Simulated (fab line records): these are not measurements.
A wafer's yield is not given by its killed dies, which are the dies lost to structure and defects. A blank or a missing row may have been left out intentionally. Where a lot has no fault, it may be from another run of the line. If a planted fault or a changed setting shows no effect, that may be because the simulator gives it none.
A lot that was struck, set against a sound lot	flow rit-cmos	34 steps out of a route of 202
Sound: wafers L431.1, L431.3, L431.5. Struck: wafers L432.2, L432.3, L432.6. The cause is given at the end.
Per side, at each step with rows, come the tool, then ch with its chambers, and then its first start. Under that, the readings that differ: sound wafers	struck wafers	difference of the means	sigmas: that difference in standard deviations of wafers without a fault.
alike: readings with means less than 2 such deviations apart, plus words and numbers identical on both sides. not compared: withheld readings, readings lacking a value on some wafer, bounds such as >300 that could conceal the same value, and numbers that have no deviation in the record and whose values overlap.
Wherever a step has rows on one side only, a row that says differs or no value, or a row with sigmas, the two part there. Non-overlapping numbers with no deviation appear without sigmas and do not part them. Lack of a reading on every wafer of one side parts them only where that side has two or more wafers.

first, 2 steps without rows for these wafers: RIT_SPACER_CLEAN_02 (cleans in SC2, time 600 s); RIT_SPACER_CVD_03 (deposits Si3N4 from SiH2Cl2/NH3, target thk 250 nm, time 3300 s).
RIT_SPACER_THK_MEAS_04:
  sound on film-metro-03 at day 3 10:30; struck on film-metro-01 at day 3 12:38
reading	sound	struck	difference	sigmas
SPACER_NITRIDE_THK (nm)	248.7 247.6 247.1	250.5 251.6 256.2	+5.0	+2
RIT_SPACER_ETCHBACK_05: etches Si3N4 in SF6/CHF3, stops on SiO2, target depth 250 nm, time 240 s.
  sound on rie-diel-02 ch 0,1,2, day 3 10:34; struck on rie-diel-03 ch 0,2,3, day 3 12:41
  alike: drypump-motor-current-A, oes-product-au, throttle-valve-pct
  not compared: rf-hours-counter-h
then, 6 steps without rows for these wafers: RIT_NSD_HMDS_00 (prime time 60 s); RIT_NSD_COAT_01 (resist thk 1000 nm); RIT_NSD_SOFTBAKE_02 (time 60 s); RIT_NSD_EXPOSE_03 (exposes mask M9, target cd 40700 nm); RIT_NSD_PEB_04; RIT_NSD_DEVELOP_05 (develop time 50 s).
RIT_NSD_OVL_MEAS_06:
  sound on overlay-01 at day 3 11:47; struck on overlay-02 at day 3 13:56
reading	sound	struck	difference	sigmas
NSD_OVL (nm)	1.9 1.2 3.8	-2.2 -3.3 -1.4	-4.6	-3
then, 1 step without rows for these wafers: RIT_NSD_HARDBAKE_07 (time 60 s).
RIT_NSD_IMPLANT_08:
  sound on implanter-03 ch 0, day 3 12:06; struck on implanter-03 ch 0, day 3 14:15
reading	sound	struck	difference	sigmas
beam-energy-keV	24.990 24.995 24.992	22.492 22.502 22.500	-2.494	-99 or more
model.implant.rp-nm (nm)	32.18 32.18 32.18	29.86 29.86 29.86	-2.32	
model.implant.drp-nm (nm)	14.84 14.84 14.84	13.92 13.92 13.92	-0.92	
  alike: beam-on-s, dose-ions-cm2
RIT_NSD_STRIP_09: strips in O2, time 180 s.
  sound on plasma-asher-03 ch 0,1, day 3 12:15; struck on plasma-asher-02 ch 1, day 3 14:23
  alike: drypump-motor-current-A
  not compared: rf-hours-counter-h
RIT_NSD_TW_MEAS_10:
  sound on film-metro-01 at day 3 12:25; struck on film-metro-04 at day 3 14:34
reading	sound	struck	difference	sigmas
NSD_TW	3111 3114 3086	3008 2996 3023	-95	-4
then, 6 steps without rows for these wafers: RIT_PSD_HMDS_00 (prime time 60 s); RIT_PSD_COAT_01 (resist thk 1000 nm); RIT_PSD_SOFTBAKE_02 (time 60 s); RIT_PSD_EXPOSE_03 (exposes mask M10, target cd 40900 nm); RIT_PSD_PEB_04; RIT_PSD_DEVELOP_05 (develop time 50 s).
RIT_PSD_OVL_MEAS_06:
  sound on overlay-02 at day 3 13:28; struck on overlay-01 at day 3 15:35
  alike: PSD_OVL
then, 2 steps without rows for these wafers: RIT_PSD_HARDBAKE_07 (time 60 s); RIT_PSD_IMPLANT_08.
RIT_PSD_STRIP_09: strips in O2, time 180 s.
  sound on plasma-asher-03 ch 0, day 3 13:48; struck on plasma-asher-01 ch 0,1, day 3 15:55
  alike: drypump-motor-current-A
  not compared: rf-hours-counter-h
RIT_PSD_TW_MEAS_10:
  sound on film-metro-03 at day 3 13:58; struck on film-metro-03 at day 3 16:07
  alike: PSD_TW
then, 3 steps without rows for these wafers: RIT_SDANNEAL_CLEAN_00 (cleans in SC1, time 600 s); RIT_SDANNEAL_CLEAN_01 (cleans in dHF, time 30 s); RIT_SDANNEAL_CLEAN_02 (cleans in SC2, time 600 s).
RIT_SDANNEAL_RTA_03: time 5 s.
  sound on rtp-anneal-01 ch 0, day 3 14:34; struck on rtp-anneal-02 ch 0, day 3 16:43
  alike: ramp-down-c-per-s, wafer_temp_C_max
RIT_SDANNEAL_RS_MEAS_04: a four-point-probe measurement.
  sound on film-metro-01 at day 3 14:38; struck on film-metro-01 at day 3 16:47
  alike: PSD_RS
RIT_SDANNEAL_RS_MEAS_05: a four-point-probe measurement.
  sound on film-metro-01 at day 3 14:45; struck on film-metro-01 at day 3 16:54
reading	sound	struck	difference	sigmas
NSD_RS (ohm/sq)	84.95 84.98 84.80	85.28 85.55 85.59	+0.56	+2
RIT_SDANNEAL_RS_MEAS_06: a four-point-probe measurement.
  sound on film-metro-01 at day 3 14:52; struck on film-metro-01 at day 3 17:01
  alike: PLDD_RS
RIT_M1_PROBE_99:
  sound on prober-02 at day 3 22:10; struck on prober-01 at day 4 00:28
  alike: killed_at_M0_to_M3, killed-at-contacts, killed-at-front-end, killed-dies, killed-open, killed-short

## WHERE THEY PART
Last at RIT_SDANNEAL_RS_MEAS_05 as far as this record goes, first at RIT_SPACER_THK_MEAS_04. Later steps at which nothing parts them and some readings are alike: RIT_SDANNEAL_RS_MEAS_06, RIT_M1_PROBE_99.

WHY: whatever the simulator had introduced
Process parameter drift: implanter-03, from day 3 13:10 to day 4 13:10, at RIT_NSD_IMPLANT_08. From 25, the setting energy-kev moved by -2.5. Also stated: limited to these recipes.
